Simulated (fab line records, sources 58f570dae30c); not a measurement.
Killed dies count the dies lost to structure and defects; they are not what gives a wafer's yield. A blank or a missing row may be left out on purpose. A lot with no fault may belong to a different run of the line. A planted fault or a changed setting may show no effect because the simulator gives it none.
The tool behind it: which one? + flow berkeleyCmos170 + 7 lots with 21 wafers sampled at 2 steps, on a route of 331 steps

== WHAT THE GAUGES SHOWED, per wafer ==
UCB170_PSD_CD_MEAS_06 targets a cd of 1200 nm.
| lot  | measured     | on       | cdNm (nm)            |
|------|--------------|----------|----------------------|
| L192 | day 6 16:02  | cdSem-01 | 1198.9 1198.7 1199.9 |
| L193 | day 7 01:36  | cdSem-01 | 1200.1 1200.0 1201.2 |
| L196 | day 7 15:24  | cdSem-01 | 1199.3 1200.9 1199.4 |
| L199 | day 8 06:21  | cdSem-01 | 1199.1 1199.0 1199.3 |
| L203 | day 9 03:05  | cdSem-01 | 1196.2 1199.2 1197.7 |
| L211 | day 10 03:41 | cdSem-01 | 1200.9 1202.2 1200.8 |
| L213 | day 10 20:25 | cdSem-02 | 1198.9 1199.2 1197.4 |

== EACH LOT AND THE TOOL THAT RAN IT (in order: tool; ch and the chambers of the sampled wafers; start) ==
| lot  | UCB170_PVT_STRIP_08                |
|------|------------------------------------|
| L192 | plasmaAsher-03 ch 0,1, day 5 20:17 |
| L193 | plasmaAsher-02 ch 0,1, day 6 02:58 |
| L196 | plasmaAsher-02 ch 0,1, day 6 16:27 |
| L199 | plasmaAsher-01 ch 0,1, day 7 09:49 |
| L203 | plasmaAsher-01 ch 0,1, day 8 00:34 |
| L211 | plasmaAsher-01 ch 0,1, day 9 08:35 |
| L213 | plasmaAsher-02 ch 0,1, day 9 21:38 |
- UCB170_PVT_STRIP_08: strips in O2.

== THE ANSWER, worked out from the rows above alone ==
Rule: what is usual is taken from the lots themselves. Put in order of their means at a reading, lots are off if they are a third of the lots or fewer, leave a main group of 4 or more, and stand apart from it by a gap of 3 or more times the standard deviation of the main group's means; of several such gaps the widest counts. Not used: any main group whose means are identical at the precision the tables above print for the reading. Also off: a lot with no number at a reading for which 4 or more lots have one. Any other lot the step has rows for is counted as sound.
None of the lots is off at any reading shown; this tells nothing.

== WHAT THE SIMULATOR HAD INSERTED ==
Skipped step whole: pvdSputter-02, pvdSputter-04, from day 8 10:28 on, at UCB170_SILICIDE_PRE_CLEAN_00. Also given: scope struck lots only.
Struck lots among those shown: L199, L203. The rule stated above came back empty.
